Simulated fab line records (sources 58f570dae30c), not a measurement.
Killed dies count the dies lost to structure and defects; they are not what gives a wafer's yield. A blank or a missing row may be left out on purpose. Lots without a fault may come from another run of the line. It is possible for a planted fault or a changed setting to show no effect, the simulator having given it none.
Which tool is to blame? :: flow berkeleyCmos170 :: Sampling: 14 lots, 42 wafers, 4 of 331 route steps

## WHAT THE GAUGES SHOWED, per wafer
UCB170_M2_RS_MEAS_02: measurement is done with a four-point probe. Usual: for M2_AL_RS the level is 0.0321 ohm/sq and the standard deviation is 0.00038.
lot: L661
measured: day 9 01:39
on: filmMetro-03
M2_AL_RS (ohm/sq): 0.0321 0.0317 0.0319
flag: 

lot: L662
measured: day 9 01:19
on: filmMetro-04
M2_AL_RS (ohm/sq): 0.0321 0.0322 0.0323
flag: 

lot: L663
measured: day 9 07:04
on: filmMetro-02
M2_AL_RS (ohm/sq): 0.0317 0.0322 0.0320
flag: 

lot: L665
measured: day 9 16:20
on: filmMetro-03
M2_AL_RS (ohm/sq): 0.0323 0.0322 0.0320
flag: 

lot: L666
measured: day 9 14:47
on: filmMetro-04
M2_AL_RS (ohm/sq): 0.0313 0.0316 0.0313
flag: 

lot: L667
measured: day 9 16:28
on: filmMetro-02
M2_AL_RS (ohm/sq): 0.0314 0.0317 0.0316
flag: 

lot: L668
measured: day 10 02:43
on: filmMetro-04
M2_AL_RS (ohm/sq): 0.0326 0.0327 0.0326
flag: 

lot: L670
measured: day 10 07:22
on: filmMetro-02
M2_AL_RS (ohm/sq): 0.0316 0.0315 0.0320
flag: 

lot: L671
measured: day 10 14:55
on: filmMetro-03
M2_AL_RS (ohm/sq): 0.0319 0.0321 0.0322
flag: 

lot: L673
measured: day 11 04:22
on: filmMetro-03
M2_AL_RS (ohm/sq): 0.0323 0.0324 0.0320
flag: 

lot: L678
measured: day 12 05:52
on: filmMetro-02
M2_AL_RS (ohm/sq): 0.0317 0.0326 0.0320
flag: 

lot: L679
measured: day 12 10:01
on: filmMetro-03
M2_AL_RS (ohm/sq): 0.0320 0.0320 0.0321
flag: 

lot: L683
measured: day 13 17:44
on: filmMetro-03
M2_AL_RS (ohm/sq): 0.0318 0.0324 0.0326
flag: 

lot: L684
measured: day 13 15:04
on: filmMetro-04
M2_AL_RS (ohm/sq): 0.0320 0.0321 0.0323
flag: 

UCB170_M2_THK_MEAS_03: measures by xrf. Usual: for M2_AL_THK the level is 892 nm and the standard deviation is 11.
lot: L661
measured: day 9 01:46
on: filmMetro-03
M2_AL_THK (nm): 893 906 904
flag: 

lot: L662
measured: day 9 01:26
on: filmMetro-04
M2_AL_THK (nm): 888 885 888
flag: 

lot: L663
measured: day 9 07:11
on: filmMetro-02
M2_AL_THK (nm): 900 887 891
flag: 

lot: L665
measured: day 9 16:27
on: filmMetro-03
M2_AL_THK (nm): 890 893 896
flag: 

lot: L666
measured: day 9 14:55
on: filmMetro-04
M2_AL_THK (nm): 918 907 910
flag: 

lot: L667
measured: day 9 16:35
on: filmMetro-02
M2_AL_THK (nm): 909 899 901
flag: 

lot: L668
measured: day 10 02:49
on: filmMetro-04
M2_AL_THK (nm): 883 882 878
flag: 

lot: L670
measured: day 10 07:29
on: filmMetro-02
M2_AL_THK (nm): 896 899 889
flag: 

lot: L671
measured: day 10 15:01
on: filmMetro-03
M2_AL_THK (nm): 897 893 890
flag: 

lot: L673
measured: day 11 04:29
on: filmMetro-03
M2_AL_THK (nm): 897 890 899
flag: 

lot: L678
measured: day 12 05:59
on: filmMetro-02
M2_AL_THK (nm): 899 869 889
flag: 

lot: L679
measured: day 12 10:08
on: filmMetro-03
M2_AL_THK (nm): 894 892 888
flag: 

lot: L683
measured: day 13 17:52
on: filmMetro-03
M2_AL_THK (nm): 899 891 884
flag: 

lot: L684
measured: day 13 15:10
on: filmMetro-04
M2_AL_THK (nm): 897 894 886
flag: 

UCB170_M3_CD_MEAS_15 targets a cd of 700 nm. Usual: cdNm reads 700.1 nm (standard deviation 1.3).
lot: L661
measured: day 9 10:16
on: cdSem-01
cdNm (nm): 698.7 699.9 697.9
flag: 

lot: L662
measured: day 9 09:07
on: cdSem-01
cdNm (nm): 698.7 700.0 699.6
flag: 

lot: L663
measured: day 9 15:01
on: cdSem-02
cdNm (nm): 700.8 701.7 701.4
flag: 

lot: L665
measured: day 9 23:59
on: cdSem-02
cdNm (nm): 697.9 699.9 698.9
flag: 

lot: L666
measured: day 9 22:15
on: cdSem-01
cdNm (nm): 700.6 700.1 700.9
flag: 

lot: L667
measured: day 10 00:33
on: cdSem-02
cdNm (nm): 699.4 699.3 701.1
flag: 

lot: L668
measured: day 10 10:45
on: cdSem-02
cdNm (nm): 702.5 701.6 702.3
flag: 

lot: L670
measured: day 10 15:39
on: cdSem-02
cdNm (nm): 701.7 701.8 700.9
flag: 

lot: L671
measured: day 11 02:34
on: cdSem-02
cdNm (nm): 698.8 699.5 700.5
flag: 

lot: L673
measured: day 11 11:48
on: cdSem-01
cdNm (nm): 699.8 701.3 700.2
flag: 

lot: L678
measured: day 12 17:05
on: cdSem-01
cdNm (nm): 698.7 699.5 700.5
flag: 

lot: L679
measured: day 12 21:40
on: cdSem-02
cdNm (nm): 698.7 699.0 699.3
flag: 

lot: L683
measured: day 14 03:37
on: cdSem-01
cdNm (nm): 701.5 701.0 702.3
flag: 

lot: L684
measured: day 13 22:35
on: cdSem-01
cdNm (nm): 703.5 702.4 700.7
flag: 

## WHICH TOOL RAN EACH LOT (tool, then ch and the chambers of the sampled wafers, then the start)
lot: L661
UCB170_START_OXIDATION_02: furnace-01 ch 0, day 1 14:46

lot: L662
UCB170_START_OXIDATION_02: furnace-02 ch 0, day 1 18:02

lot: L663
UCB170_START_OXIDATION_02: furnace-02 ch 0, day 1 23:53

lot: L665
UCB170_START_OXIDATION_02: furnace-02 ch 0, day 2 10:44

lot: L666
UCB170_START_OXIDATION_02: furnace-04 ch 0, day 2 14:09

lot: L667
UCB170_START_OXIDATION_02: furnace-02 ch 0, day 2 19:05

lot: L668
UCB170_START_OXIDATION_02: furnace-01 ch 0, day 3 03:52

lot: L670
UCB170_START_OXIDATION_02: furnace-01 ch 0, day 3 11:58

lot: L671
UCB170_START_OXIDATION_02: furnace-02 ch 0, day 3 16:19

lot: L673
UCB170_START_OXIDATION_02: furnace-01 ch 0, day 4 02:29

lot: L678
UCB170_START_OXIDATION_02: furnace-02 ch 0, day 5 04:17

lot: L679
UCB170_START_OXIDATION_02: furnace-02 ch 0, day 5 04:17

lot: L683
UCB170_START_OXIDATION_02: furnace-01 ch 0, day 6 03:18

lot: L684
UCB170_START_OXIDATION_02: furnace-01 ch 0, day 6 11:33
- UCB170_START_OXIDATION_02: target thk 20 nm, ox time 1800 s.

## WHAT THE TOOLS THEMSELVES READ (means of the sampled wafers that have a number; where no wafer has one, the mark that the record gives instead)
UCB170_START_OXIDATION_02. Usual: zonePowerSourcePct reads 26.3 % (standard deviation 2.1).
lot: L661
tool: furnace-01
zonePowerSourcePct (%): 27.1
flag: 

lot: L662
tool: furnace-02
zonePowerSourcePct (%): 24.0
flag: 

lot: L663
tool: furnace-02
zonePowerSourcePct (%): 24.1
flag: 

lot: L665
tool: furnace-02
zonePowerSourcePct (%): 24.1
flag: 

lot: L666
tool: furnace-04
zonePowerSourcePct (%): 29.6
flag: 

lot: L667
tool: furnace-02
zonePowerSourcePct (%): 24.0
flag: 

lot: L668
tool: furnace-01
zonePowerSourcePct (%): 27.2
flag: 

lot: L670
tool: furnace-01
zonePowerSourcePct (%): 27.1
flag: 

lot: L671
tool: furnace-02
zonePowerSourcePct (%): 24.3
flag: 

lot: L673
tool: furnace-01
zonePowerSourcePct (%): 27.2
flag: 

lot: L678
tool: furnace-02
zonePowerSourcePct (%): 24.1
flag: 

lot: L679
tool: furnace-02
zonePowerSourcePct (%): 24.2
flag: 

lot: L683
tool: furnace-01
zonePowerSourcePct (%): 27.0
flag: 

lot: L684
tool: furnace-01
zonePowerSourcePct (%): 27.4
flag: 

## THE ANSWER, worked out from the rows above alone
Rule: a lot is off if the mean of its wafers that have a number lies more than 3 standard deviations from the usual mean. A lot without any number at a reading at which 4 lots or more have one is off too. The other lots that the step has rows for count as sound. First the gauges in route order, then the tools' own readings, where a lot's mean is used as printed above. At the first step where some lot is off, the reading lying furthest off is the one used; lots without a number count as furthest.
Across all readings shown, no lot is off: no conclusion can be drawn from this.

## WHAT THE SIMULATOR HAD INSERTED
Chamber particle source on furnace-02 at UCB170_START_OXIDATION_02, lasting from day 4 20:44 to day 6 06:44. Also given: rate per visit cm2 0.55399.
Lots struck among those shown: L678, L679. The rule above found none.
